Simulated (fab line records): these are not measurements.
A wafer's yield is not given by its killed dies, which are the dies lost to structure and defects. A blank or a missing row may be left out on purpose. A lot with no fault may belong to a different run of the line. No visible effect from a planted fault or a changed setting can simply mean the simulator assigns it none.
Split-lot study / flow berkeley-cmos170 / route with 331 steps; 5 lots, 23 wafers read

THE SPLIT
At UCB170_M1_COAT_04 (resist thk 900 nm), the setting resist-thk-nm was moved away from the recipe's 900 nm on 8 of the 23 wafers read, by -4.1% to +3.4%. The other wafers ran this setting at the recipe's value.

The reading is taken at the split's own step.

THE READING
KrF_of_M1_COAT_04.thk-nm (the simulator's own value, which no gauge read), in nm, at UCB170_M1_COAT_04 (resist thk 900 nm). There is no usual value for it anywhere in the file. Across the 15 wafers here that went through the recipe, the average is 900.5 nm and the standard deviation 2.7 nm.

wafer=L074.1; tool, chamber at the split=litho-track-03, 0; resist-thk-nm as run, nm=863.5; against the recipe=-4.1%; KrF_of_M1_COAT_04.thk-nm, nm=860.4; against lot-mates on the recipe=-36.4
wafer=L074.2; tool, chamber at the split=litho-track-03, 0; resist-thk-nm as run, nm=900; against the recipe=recipe; KrF_of_M1_COAT_04.thk-nm, nm=895.7; against lot-mates on the recipe=-
wafer=L074.3; tool, chamber at the split=litho-track-03, 0; resist-thk-nm as run, nm=863.5; against the recipe=-4.1%; KrF_of_M1_COAT_04.thk-nm, nm=862.9; against lot-mates on the recipe=-33.9
wafer=L074.4; tool, chamber at the split=litho-track-03, 0; resist-thk-nm as run, nm=900; against the recipe=recipe; KrF_of_M1_COAT_04.thk-nm, nm=897.9; against lot-mates on the recipe=-
wafer=L074.6; tool, chamber at the split=litho-track-03, 0; resist-thk-nm as run, nm=863.5; against the recipe=-4.1%; KrF_of_M1_COAT_04.thk-nm, nm=862.7; against lot-mates on the recipe=-34.1
wafer=L078.1; tool, chamber at the split=litho-track-03, 0; resist-thk-nm as run, nm=930.8; against the recipe=+3.4%; KrF_of_M1_COAT_04.thk-nm, nm=928.9; against lot-mates on the recipe=+30.6
wafer=L078.3; tool, chamber at the split=litho-track-03, 0; resist-thk-nm as run, nm=930.8; against the recipe=+3.4%; KrF_of_M1_COAT_04.thk-nm, nm=928.4; against lot-mates on the recipe=+30.1
wafer=L078.4; tool, chamber at the split=litho-track-03, 0; resist-thk-nm as run, nm=900; against the recipe=recipe; KrF_of_M1_COAT_04.thk-nm, nm=899.3; against lot-mates on the recipe=-
wafer=L078.5; tool, chamber at the split=litho-track-03, 0; resist-thk-nm as run, nm=930.8; against the recipe=+3.4%; KrF_of_M1_COAT_04.thk-nm, nm=930; against lot-mates on the recipe=+31.8
wafer=L078.6; tool, chamber at the split=litho-track-03, 0; resist-thk-nm as run, nm=900; against the recipe=recipe; KrF_of_M1_COAT_04.thk-nm, nm=897.2; against lot-mates on the recipe=-
wafer=L080.1; tool, chamber at the split=litho-track-03, 0; resist-thk-nm as run, nm=863.9; against the recipe=-4.0%; KrF_of_M1_COAT_04.thk-nm, nm=867.6; against lot-mates on the recipe=-36.6
wafer=L080.2; tool, chamber at the split=litho-track-03, 0; resist-thk-nm as run, nm=863.9; against the recipe=-4.0%; KrF_of_M1_COAT_04.thk-nm, nm=870.1; against lot-mates on the recipe=-34.1
wafer=L080.3; tool, chamber at the split=litho-track-03, 0; resist-thk-nm as run, nm=900; against the recipe=recipe; KrF_of_M1_COAT_04.thk-nm, nm=905.5; against lot-mates on the recipe=-
wafer=L080.4; tool, chamber at the split=litho-track-03, 0; resist-thk-nm as run, nm=900; against the recipe=recipe; KrF_of_M1_COAT_04.thk-nm, nm=902.2; against lot-mates on the recipe=-
wafer=L080.6; tool, chamber at the split=litho-track-03, 0; resist-thk-nm as run, nm=900; against the recipe=recipe; KrF_of_M1_COAT_04.thk-nm, nm=905; against lot-mates on the recipe=-
wafer=L082.1; tool, chamber at the split=litho-track-04, 0; resist-thk-nm as run, nm=900; against the recipe=recipe; KrF_of_M1_COAT_04.thk-nm, nm=900.3; against lot-mates on the recipe=-
wafer=L082.2; tool, chamber at the split=litho-track-04, 0; resist-thk-nm as run, nm=900; against the recipe=recipe; KrF_of_M1_COAT_04.thk-nm, nm=902.6; against lot-mates on the recipe=-
wafer=L082.4; tool, chamber at the split=litho-track-04, 0; resist-thk-nm as run, nm=900; against the recipe=recipe; KrF_of_M1_COAT_04.thk-nm, nm=901.6; against lot-mates on the recipe=-
wafer=L085.1; tool, chamber at the split=litho-track-01, 0; resist-thk-nm as run, nm=900; against the recipe=recipe; KrF_of_M1_COAT_04.thk-nm, nm=901.5; against lot-mates on the recipe=-
wafer=L085.5; tool, chamber at the split=litho-track-01, 0; resist-thk-nm as run, nm=900; against the recipe=recipe; KrF_of_M1_COAT_04.thk-nm, nm=901.5; against lot-mates on the recipe=-
wafer=L085.2; tool, chamber at the split=litho-track-01, 0; resist-thk-nm as run, nm=900; against the recipe=recipe; KrF_of_M1_COAT_04.thk-nm, nm=899; against lot-mates on the recipe=-
wafer=L085.4; tool, chamber at the split=litho-track-01, 0; resist-thk-nm as run, nm=900; against the recipe=recipe; KrF_of_M1_COAT_04.thk-nm, nm=897.5; against lot-mates on the recipe=-
wafer=L085.6; tool, chamber at the split=litho-track-01, 0; resist-thk-nm as run, nm=900; against the recipe=recipe; KrF_of_M1_COAT_04.thk-nm, nm=901; against lot-mates on the recipe=-

THE FIT
A straight line over all 23 wafers: KrF_of_M1_COAT_04.thk-nm changes by +8.68 nm for each +1% of resist-thk-nm; r = +0.99; the points scatter about the line by 2.9 nm.
The same after taking each lot's own level away (the mean of its wafers on the recipe; 23 wafers): +8.8 nm for each +1%; r = +1.00; scatter 1.3 nm.
That fit puts the effect of the largest move of resist-thk-nm on the reading at 36 nm.
The lots' own levels span 896.80 to 904.23 nm, that is 2.8 times the standard deviation above.
Consequently the slope shifts little with the lot-to-lot level, the two slopes agreeing.
Check: for one of the wafers moved furthest among these (-4.1%), held out of the fit, the line's prediction against its lot-mates is -35.3 nm. Against them it came out at -36.4 nm.

OTHER SPLITS ON THESE WAFERS
Before the reading, these wafers also passed through other splits. Each is held against what the fit with the lots' levels taken away leaves over:
other split on the same wafers=UCB170_NWELL_CVD_04 pressure-mtorr; wafers away from the commonest value=18; r with KrF_of_M1_COAT_04.thk-nm (lot level and that fit taken away)=+0.06
other split on the same wafers=UCB170_NWELL_IMPLANT_14 dose-cm2; wafers away from the commonest value=11; r with KrF_of_M1_COAT_04.thk-nm (lot level and that fit taken away)=-0.16
other split on the same wafers=UCB170_PWELL_IMPLANT_15 energy-kev; wafers away from the commonest value=11; r with KrF_of_M1_COAT_04.thk-nm (lot level and that fit taken away)=+0.19
other split on the same wafers=UCB170_ACTIVE_ETCH_15 time-s; wafers away from the commonest value=10; r with KrF_of_M1_COAT_04.thk-nm (lot level and that fit taken away)=-0.17
other split on the same wafers=UCB170_SPACER_CVD_00 time-s; wafers away from the commonest value=9; r with KrF_of_M1_COAT_04.thk-nm (lot level and that fit taken away)=+0.11
other split on the same wafers=UCB170_NSD_EXPOSE_03 dose-mj; wafers away from the commonest value=10; r with KrF_of_M1_COAT_04.thk-nm (lot level and that fit taken away)=-0.24
other split on the same wafers=UCB170_CONTACT_EXPOSE_12 dose-mj; wafers away from the commonest value=10; r with KrF_of_M1_COAT_04.thk-nm (lot level and that fit taken away)=+0.17

THE FILE'S OWN FIT
KrF_of_M1_COAT_04.thk-nm changes by +8.78 nm for each +1% of resist-thk-nm, r = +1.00.
